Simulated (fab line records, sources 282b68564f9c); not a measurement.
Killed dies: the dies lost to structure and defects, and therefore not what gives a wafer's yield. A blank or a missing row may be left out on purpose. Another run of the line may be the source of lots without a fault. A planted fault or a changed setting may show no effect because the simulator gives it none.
fab line records | flow rit-cmos
[record] lots = 6 wafers = 18 last-day = 7
route steps=202 shown REOX@99 NLDD@103 M1@202
lots that met no fault: from a run of the same line without faults
start-h: hours from the record's opening day to when the first of the lot's shown wafers began | wait-h: time in hours since the lot's previous step | " the same as in the row above | L1.1+2: one row covering several wafers at once | - value missing, or start not given | * or withheld: withheld | < > ~ a bound
route shown NAME@n: a module of which the file shows steps, and the number in the route of the first | usual: average and standard deviation across the fault-free wafers | same: alike in all rows | chamber/n: place in a boat | sites: readings site by site | _std_site: how widely they spread, as a standard deviation | _edge_site: mean of outer sites minus mean of inner sites | radius-mm: how far each site lies from the wafer's centre | mask NAME#n: copy n | behind: the last tool/chamber to shape the wafer | hold: why the lot went on hold/how many hours it stayed there/how the hold came to an end | device: the transistor (n, p or np) that didn't switch | end of line: the same wafers' tests at the end of the route | a step without rows: its recipe alone | killed: count of dies lost to structure and defects at first sort (not the wafer's yield) | map: per-die view of a wafer (x killed, . not killed, _ where there is no die)
set.NAME: the setting that was run; set.NAME@STEP: the one run at that earlier step | model.NAME: the simulator's own value behind a step, which no gauge read
lots at some steps of the route; a table a step, a row a wafer
services: the hour from which a tool's chamber was out of use, counted from the record's first day as start-h (under 0 if before that day), plus the number of hours and why
[[steps]]
[step RIT_REOX_CLEAN_01]
[recipe] chemistry = dHF dilution = 50:1 time-s = 30
[step RIT_REOX_CLEAN_02]
[recipe] chemistry = SC2 mix = 3:3:50 time-s = 600 temp-c = 75 dry = n2-spin
[step RIT_REOX_OXIDATION_03]
[recipe] temp-c = 900 ambient = O2 target-thk-a = 252 ox-time-s = 5580
[step RIT_REOX_THK_MEAS_04]
[recipe] reads = SiO2_of_REOX_OXIDATION_03
[usual] REOX_OXIDE_THK = 24.8/0.59
// columns lot.wafer tool chamber start-h wait-h REOX_OXIDE_THK[nm]
L668.4 film-metro-03 - 62.22 0.0 25.2
L668.5 " - " " 25.3
L668.6 " - " " 24.9
L670.3 film-metro-03 - 78.05 0.0 24.6
L670.5 " - " " 24.3
L670.6 " - " " 24.0
L679.1 film-metro-01 - 113.33 0.0 25.3
L679.2 " - " " 26.0
L679.6 " - " " 26.0
L680.2 film-metro-02 - 119.90 0.0 25.0
L680.3 " - " " 25.2
L680.4 " - " " 24.8
L681.1 film-metro-01 - 123.89 0.0 25.9
L681.3 " - " " 25.6
L681.6 " - " " 25.3
L687.1 film-metro-03 - 159.60 0.0 25.1
L687.2 " - " " 24.8
L687.6 " - " " 24.8
[step RIT_NLDD_HMDS_00]
[recipe] prime-time-s = 60 prime-temp-c = 140
[step RIT_NLDD_COAT_01]
[recipe] resist = NOVOLAK spin-rpm = 3250 resist-thk-nm = 1000
[step RIT_NLDD_SOFTBAKE_02]
[recipe] resist = NOVOLAK temp-c = 90 time-s = 60
[step RIT_NLDD_EXPOSE_03]
[recipe] mask-id = M7 na = 0.57 target-cd-nm = 40700 dose-mj = 250
[step RIT_NLDD_PEB_04]
[recipe] resist = NOVOLAK temp-c = withheld time-s = withheld
[step RIT_NLDD_DEVELOP_05]
[recipe] resist = NOVOLAK develop-time-s = 50 dev-temp-c = 23
[step RIT_NLDD_OVL_MEAS_06]
[usual] NLDD_OVL = 0.0/1.3
// columns lot.wafer tool chamber start-h wait-h NLDD_OVL[nm]
L668.4 overlay-02 - 63.36 - -0.8
L668.5 " - " " -0.5
L668.6 " - " " 0.3
L670.3 overlay-02 - 79.08 - -0.7
L670.5 " - " " -0.9
L670.6 " - " " -2.1
L679.1 overlay-02 - 114.37 - 2.5
L679.2 " - " " 0.2
L679.6 " - " " 2.1
L680.2 overlay-02 - 121.09 - -1.0
L680.3 " - " " 0.4
L680.4 " - " " -0.1
L681.1 overlay-01 - 124.80 - -0.9
L681.3 " - " " -0.6
L681.6 " - " " -1.0
L687.1 overlay-01 - 160.53 - -0.8
L687.2 " - " " 0.4
L687.6 " - " " 0.9
[step RIT_NLDD_HARDBAKE_07]
[recipe] resist = NOVOLAK temp-c = 140 time-s = 60
[step RIT_NLDD_IMPLANT_08]
[recipe] species = P energy-kev = 20 dose-cm2 = 5e+14 tilt-deg = 7
// columns lot.wafer tool chamber start-h wait-h
L668.4+5+6 implanter-02 0 63.60 0.1
L670.3+5+6 implanter-01 0 79.30 0.1
L679.1+2+6 implanter-01 0 114.55 0.1
L680.2+3+4 implanter-01 0 121.34 0.1
L681.1+3+6 implanter-02 0 124.99 0.1
L687.1+2+6 implanter-02 0 160.71 0.1
[step RIT_NLDD_STRIP_09]
[recipe] chemistry = O2 time-s = 180 resist = NOVOLAK platen-temp-c = withheld power-w = 500 pressure-mtorr = 3855 o2-flow-sccm = 4000
[usual] drypump-motor-current-A = 5.8/0.34
[same] time-s = 180
// columns lot.wafer tool chamber start-h wait-h drypump-motor-current-A rf-hours-counter-h
L668.4 plasma-asher-04 1 63.73 0.1 5.8 -
L668.5 " 0 " " 6.0 -
L668.6 " 1 " " 5.8 -
L670.3 plasma-asher-03 0 79.46 0.1 5.5 -
L670.5 " 0 " " 5.5 -
L670.6 " 1 " " 5.4 -
L679.1 plasma-asher-03 0 114.70 0.1 5.5 34
L679.2 " 1 " " 5.5 34
L679.6 " 0 " " 5.5 -
L680.2 plasma-asher-02 1 121.46 0.1 6.5 49
L680.3 " 1 " " 6.5 -
L680.4 " 0 " " 5.7 -
L681.1 plasma-asher-03 1 125.14 0.1 5.4 35
L681.3 " 1 " " 5.5 -
L681.6 " 0 " " 5.5 -
L687.1 plasma-asher-04 1 160.86 0.1 5.8 54
L687.2 " 0 " " 6.0 54
L687.6 " 1 " " 5.8 -
[step RIT_NLDD_TW_MEAS_10]
[usual] NLDD_TW = 2497/17
// columns lot.wafer tool chamber start-h wait-h hold NLDD_TW
L668.4 film-metro-03 - 63.88 0.1 - 2491
L668.5 " - " " - 2493
L668.6 " - " " - 2503
L670.3 film-metro-01 - 79.60 0.1 - 2510
L670.5 " - " " - 2509
L670.6 " - " " - 2517
L679.1 film-metro-03 - 114.88 0.1 await-dispo/0.2h/release 2384
L679.2 " - " " await-dispo/0.2h/release 2299
L679.6 " - " " await-dispo/0.2h/release 2477
L679.1 film-metro-03 - 115.11 0.2 - 2375
L679.2 " - " " - 2295
L679.6 " - " " - 2478
L680.2 film-metro-03 - 121.65 0.1 await-dispo/0.2h/release 2488
L680.3 " - " " await-dispo/0.2h/release 2397
L680.4 " - " " await-dispo/0.2h/release 2455
L680.2 film-metro-03 - 121.87 0.2 - 2493
L680.3 " - " " - 2391
L680.4 " - " " - 2455
L681.1 film-metro-04 - 125.31 0.1 - 2485
L681.3 " - " " - 2493
L681.6 " - " " - 2482
L687.1 film-metro-01 - 161.04 0.1 - 2533
L687.2 " - " " - 2521
L687.6 " - " " - 2514
[step RIT_M1_PROBE_99]
[usual] killed_at_M0_to_M3 = 0.0/0.12 killed-at-contacts = 0.0/0.2 killed-at-front-end = 6.8/3 killed-dies = 6.9/3 killed-open = 3.3/1.9 killed-short = 3.6/1.9
[same] gross-dies = 264 killed_at_M4_up = 0 killed-at-back-side = 0 killed-at-other = 0
// columns lot.wafer tool chamber start-h wait-h killed_at_M0_to_M3 killed-at-contacts killed-at-front-end killed-dies killed-open killed-short
L668.4 prober-01 - 80.85 0.2 0 0 8 8 4 4
L668.5 prober-01 - 80.90 0.2 0 0 1 1 0 1
L668.6 prober-01 - 80.95 0.2 0 0 5 5 3 2
L670.3 prober-01 - 95.05 0.2 0 0 8 8 4 4
L670.5 prober-01 - 95.15 0.2 0 0 9 9 3 6
L670.6 prober-01 - 95.20 0.2 0 0 7 7 3 4
L679.1 prober-02 - 134.41 0.1 0 0 8 8 6 2
L679.2 prober-02 - 134.46 0.1 1 0 4 5 2 3
L679.6 prober-02 - 134.66 0.2 0 0 6 6 3 3
L681.1 prober-02 - 140.25 0.1 0 0 4 4 2 2
L681.3 prober-02 - 140.35 0.2 0 0 7 7 3 4
L681.6 prober-02 - 140.50 0.2 0 0 4 4 3 1
L680.2 prober-01 - 140.59 0.1 0 0 3 3 1 2
L680.3 prober-01 - 140.64 0.2 0 0 9 9 2 7
L680.4 prober-01 - 140.69 0.2 0 0 5 5 1 4
L687.1 prober-02 - 176.63 0.1 0 1 6 7 3 4
L687.2 prober-02 - 176.68 0.1 0 0 5 5 2 3
L687.6 prober-02 - 176.88 0.2 0 0 5 5 2 3
// killed by level:class
L668.4 GATE:geometric-particle:open=2 SILICIDE:geometric-particle:short=2 SILICIDE:geometric-particle:open=2 FOX2:geometric-particle:short=1 GATE:geometric-particle:short=1
L668.5 FOX1:geometric-particle:short=1
L668.6 FOX1:geometric-particle:open=1 GATE:geometric-particle:short=1 REOX:geometric-particle:short=1 SPACER:geometric-particle:open=1 SILICIDE:geometric-particle:open=1
L670.3 GATE:geometric-particle:open=4 GATE:geometric-particle:short=2 REOX:geometric-particle:short=2
L670.5 GATE:geometric-particle:short=3 GATE:geometric-particle:open=3 FOX1:geometric-particle:short=1 REOX:geometric-particle:short=1 SILICIDE:geometric-particle:short=1
L670.6 GATE:geometric-particle:short=3 FOX1:geometric-particle:open=1 GATE:geometric-particle:open=1 SPACER:geometric-particle:open=1 SILICIDE:geometric-particle:short=1
L679.1 GATE:geometric-particle:open=4 FOX2:geometric-particle:short=1 REOX:geometric-particle:open=1 SPACER:geometric-particle:short=1 SILICIDE:geometric-particle:open=1
L679.2 FOX1:geometric-particle:open=1 FOX2:geometric-particle:short=1 GATE:geometric-particle:short=1 SPACER:geometric-particle:open=1 M1:geometric-particle:short=1
L679.6 FOX1:geometric-particle:open=1 FOX2:geometric-particle:short=1 GATE:geometric-particle:open=1 GATE:geometric-particle:short=1 REOX:geometric-particle:open=1 SPACER:geometric-particle:short=1
L681.1 GATE:geometric-particle:open=1 GATE:geometric-particle:short=1 SPACER:geometric-particle:open=1 SILICIDE:geometric-particle:short=1
L681.3 REOX:geometric-particle:short=2 SPACER:geometric-particle:short=2 FOX1:geometric-particle:open=1 GATE:geometric-particle:open=1 SILICIDE:geometric-particle:open=1
L681.6 GATE:geometric-particle:open=3 SPACER:geometric-particle:short=1
L680.2 FOX1:geometric-particle:short=1 REOX:geometric-particle:short=1 REOX:geometric-particle:open=1
L680.3 FOX2:geometric-particle:short=4 GATE:geometric-particle:short=3 GATE:geometric-particle:open=2
L680.4 FOX1:geometric-particle:short=1 FOX2:geometric-particle:short=1 GATE:geometric-particle:open=1 REOX:geometric-particle:short=1 SPACER:geometric-particle:short=1
L687.1 GATE:geometric-particle:open=2 FOX2:geometric-particle:short=1 GATE:geometric-particle:short=1 SPACER:geometric-particle:short=1 SILICIDE:geometric-particle:open=1 CONTACT:geometric-particle:short=1
L687.2 FOX1:geometric-particle:short=2 FOX1:geometric-particle:open=2 GATE:geometric-particle:short=1
L687.6 FOX1:geometric-particle:open=1 FOX1:geometric-particle:short=1 REOX:geometric-particle:short=1 REOX:geometric-particle:open=1 SPACER:geometric-particle:short=1
[[services]]
// columns tool chamber start-h hours kind
plasma-asher-04 - 46.25 2.0 repair
implanter-02 - 107.07 6.0 repair
plasma-asher-02 - 142.05 0.5 repair
implanter-02 - 145.78 10.3 pm
[[key]]
[first-sign] step = RIT_NLDD_TW_MEAS_10 reading = visit direction = added
[effect] step = RIT_NLDD_TW_MEAS_10 reading = NLDD_TW direction = down sigmas = 4.8 usual = 2497 struck = 2417 wafers-moved = 4
met-at RIT_NLDD_IMPLANT_08
struck-wafers L679.1,L679.2,L679.6,L680.2,L680.3,L680.4
tester-left-out L679,L680
onset-between 79.30 114.55
[fault] kind = process-parameter-drift tool = implanter-01 chamber = - onset-h = 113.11 steps = RIT_NLDD_IMPLANT_08 channel = tilt-deg offset = -4 spread-by-wafer = 0.3 shape = step end-h = 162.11 acts-in = these-recipes-only stated = 7
// tester-left-out: of these lots the tester's yield and bins aren't shown, on N5 and GAA mostly nor the transistor test; their killed dies are dies lost to structure and defects alone, not to doping, threshold or leakage, so they don't give the yield
